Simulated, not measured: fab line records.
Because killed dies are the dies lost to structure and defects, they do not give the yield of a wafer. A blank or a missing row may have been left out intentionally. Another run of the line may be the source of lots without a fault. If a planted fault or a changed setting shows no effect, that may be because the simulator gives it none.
Which tool is to blame? ; flow rit cmos ; Sampling: 13 lots, 39 wafers, 2 of 202 route steps

WHAT EACH GAUGE READ, for each wafer
RIT_PWELL_OVL_MEAS_06. Usual: PWELL_OVL typically reads 0.6 nm, with standard deviation 1.7.
lot;measured;on;PWELL_OVL (nm);flag
L834;day 1 23:38;overlay-01;1.7 -1.2 -0.8;
L835;day 2 03:38;overlay-01;-0.6 -0.5 -2.7;
L836;day 2 16:15;overlay-02;-3.0 -2.0 -1.5;
L837;day 2 17:41;overlay-01;1.3 1.7 0.5;
L841;day 3 10:10;overlay-01;1.6 -0.5 0.8;
L842;day 3 14:03;overlay-02;242.9 241.3 240.8;OFF
L844;day 3 23:59;overlay-01;240.9 240.6 240.5;OFF
L845;day 4 10:02;overlay-02;239.5 241.7 242.1;OFF
L846;day 4 11:25;overlay-01;-1.8 -1.6 -0.6;
L848;day 4 21:52;overlay-02;-1.0 0.7 -1.3;
L852;day 5 17:03;overlay-02;0.4 1.2 0.2;
L853;day 5 21:47;overlay-02;0.6 2.6 -0.4;
L856;day 6 13:30;overlay-01;0.7 -0.6 0.4;

WHICH TOOL RAN EACH LOT (tool, then ch and the chambers of the sampled wafers, then the start)
lot;RIT_PWELL_EXPOSE_03
L834;iline stepper-01 ch 0, day 1 23:14
L835;iline stepper-02 ch 0, day 2 03:12
L836;iline stepper-02 ch 0, day 2 15:50
L837;iline stepper-02 ch 0, day 2 17:17
L841;iline stepper-02 ch 0, day 3 09:46
L842;iline stepper-01 ch 0, day 3 13:35
L844;iline stepper-01 ch 0, day 3 23:34
L845;iline stepper-01 ch 0, day 4 09:31
L846;iline stepper-02 ch 0, day 4 10:59
L848;iline stepper-02 ch 0, day 4 21:26
L852;iline stepper-02 ch 0, day 5 16:38
L853;iline stepper-02 ch 0, day 5 21:22
L856;iline stepper-02 ch 0, day 6 13:05
- RIT_PWELL_EXPOSE_03: exposes mask M3, target cd 43700 nm.

AS READ BY THE TOOLS THEMSELVES (means over the sampled wafers that have a number; for cases with no such wafer, the mark the record gives instead)
RIT_PWELL_EXPOSE_03. Usual: focus offset nm reads 0.0 nm (standard deviation 0.51).
lot;tool;focus offset nm (nm);flag
L834;iline stepper-01;0.3;
L835;iline stepper-02;0.4;
L836;iline stepper-02;-0.0;
L837;iline stepper-02;-0.5;
L841;iline stepper-02;0.2;
L842;iline stepper-01;0.0;
L844;iline stepper-01;0.3;
L845;iline stepper-01;0.1;
L846;iline stepper-02;-0.3;
L848;iline stepper-02;0.3;
L852;iline stepper-02;0.1;
L853;iline stepper-02;-0.6;
L856;iline stepper-02;-0.1;

THE ANSWER, worked out from the rows above alone
Rule: lot off if the mean of its wafers having a number is beyond 3 standard deviations from the usual mean. Also off: a lot with no number at a reading for which 4 or more lots have one. Where the step has rows for the other lots, those lots are counted as sound. First the gauges in route order, then the tools' own readings, where a lot's mean is used as printed above. The first step at which some lot is off is used, and at that step the reading that is off furthest; a lot without a number counts as furthest.
Off: L842, L844, L845, at RIT_PWELL_OVL_MEAS_06 (PWELL_OVL).
If a tool, at a process step before that reading, ran all the lots that are off and no sound lot after the first of them, it fits. Gauges at RIT_PWELL_OVL_MEAS_06: tried the same way as those tools. One fits: iline stepper-01 at RIT_PWELL_EXPOSE_03. Its last sound lot is L834 (day 1 23:14), its first lot that is off L842 (day 3 13:35): a fault that began between those two fits.

WHAT WAS PUT IN BY THE SIMULATOR
Scanner matching overlay: iline stepper-01, from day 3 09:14 on, at RIT_PWELL_EXPOSE_03. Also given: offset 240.
Shown lots that were struck: L842, L844, L845. The rule given above showed the same thing.
